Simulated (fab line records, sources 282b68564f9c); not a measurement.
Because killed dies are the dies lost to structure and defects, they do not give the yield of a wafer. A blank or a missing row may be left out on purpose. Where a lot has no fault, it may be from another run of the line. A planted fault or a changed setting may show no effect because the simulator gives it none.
Struck lot and sound lot, side by side || flow rit-cmos || 18 out of 202 route steps
Sound: wafers L248.1, L248.2, L248.3. Wafers struck: L261.1, L261.3, L261.4. The cause is named last.
For every step that has rows: the tool of each side, followed by ch and its chambers, followed by its first start. Under that, the readings that differ: sound wafers || struck wafers || difference of the means || sigmas: that difference in standard deviations of wafers without a fault.
alike: same words and numbers on both sides, and readings whose means sit less than 2 such deviations apart. not compared: any withheld reading, any reading some wafer has no value for, any bound like >300 that may hide the same value, and any number with overlapping values for which the record gives no deviation.
The two part at a step that has a row with sigmas, a row that says differs or no value, or rows on one side only. When numbers do not overlap yet have no deviation, they are printed without sigmas and do not part them. A reading missing from all wafers of one side parts the sides only when that side holds two or more wafers.

first, 4 steps without rows for these wafers: RIT_NWELL_SOFTBAKE_02 (time 60 s); RIT_NWELL_EXPOSE_03 (exposes mask M2, target cd 43900 nm); RIT_NWELL_PEB_04; RIT_NWELL_DEVELOP_05 (develop time 68 s).
RIT_NWELL_OVL_MEAS_06:
  sound on overlay-02, day 2 12:40; struck on overlay-01, day 5 04:55
  alike: NWELL_OVL
then, 2 steps without rows for these wafers: RIT_NWELL_HARDBAKE_07 (time 120 s); RIT_NWELL_IMPLANT_08.
RIT_NWELL_STRIP_09: strips in O2, time 180 s.
  sound on plasma-asher-01 ch 0,1, day 2 13:07; struck on plasma-asher-04 ch 0,1, day 5 05:22
  alike: drypump-motor-current-A
  not compared: rf-hours-counter-h
RIT_NWELL_TW_MEAS_10:
  sound on film-metro-02, day 2 13:17; struck on film-metro-03, day 5 05:32
  alike: NWELL_TW
then, 2 steps without rows for these wafers: RIT_PWELL_HMDS_00 (prime time 60 s); RIT_PWELL_COAT_01 (resist thk 1300 nm).
RIT_PWELL_SOFTBAKE_02: time 61.31 s.
  sound on litho-track-04 ch 0, day 2 13:39; struck on litho-track-02 ch 0, day 5 05:53
  alike: plate-sensor-t-centre-C, plate-sensor-t-edge-C
RIT_PWELL_EXPOSE_03: exposes mask M3, target cd 43700 nm.
  sound on iline-stepper-01 ch 0, day 2 13:48; struck on iline-stepper-02 ch 0, day 5 06:10
{"reading": "model.PWELL.overlay-x-nm (nm)", "sound": "1.068 1.068 1.068", "struck": "361.2 361.2 361.2", "difference": "+360.1", "sigmas": ""}
  alike: mask
then, 2 steps without rows for these wafers: RIT_PWELL_PEB_04; RIT_PWELL_DEVELOP_05 (develop time 68 s).
RIT_PWELL_OVL_MEAS_06:
  sound on overlay-02, day 2 14:23; struck on overlay-01, day 5 06:36
{"reading": "PWELL_OVL (nm)", "sound": "0.5 0.9 3.0", "struck": "362.5 360.3 363.2", "difference": "+360.5", "sigmas": "+99 or more"}
then, 1 step without rows for these wafers: RIT_PWELL_HARDBAKE_07 (time 120 s).
RIT_M1_PROBE_99:
  sound on prober-01, day 4 01:43; struck on prober-02, day 6 19:23
{"reading": "killed-open", "sound": "2 0 2", "struck": "4 8 3", "difference": "+4", "sigmas": "+2"}
{"reading": "model.etest.well-edge-left.line-ohm-um", "sound": "181.7 182.2 182.4", "struck": "214.4 217.3 217.7", "difference": "+34.4", "sigmas": ""}
{"reading": "model.etest.well-edge-right.line-ohm-um", "sound": "184 183.3 183.7", "struck": "163.3 160.4 163.8", "difference": -21.2, "sigmas": ""}
{"reading": "model.etest.iso-nwell-nwell.bv-v (V)", "sound": "22.05 22.21 21.88", "struck": "20.01 20 20.04", "difference": -2.03, "sigmas": ""}
{"reading": "model.etest.iso-nplus-nwell.lateral-log10-a-um", "sound": "-9.447 -9.489 -9.38", "struck": "-9.518 -9.52 -9.494", "difference": -0.072, "sigmas": ""}
  alike: killed-at-contacts, killed-at-front-end, killed-dies, killed-short

## WHERE THEY PART
First at RIT_PWELL_OVL_MEAS_06; last, within this record, at RIT_M1_PROBE_99.

WHY: whatever the simulator had introduced
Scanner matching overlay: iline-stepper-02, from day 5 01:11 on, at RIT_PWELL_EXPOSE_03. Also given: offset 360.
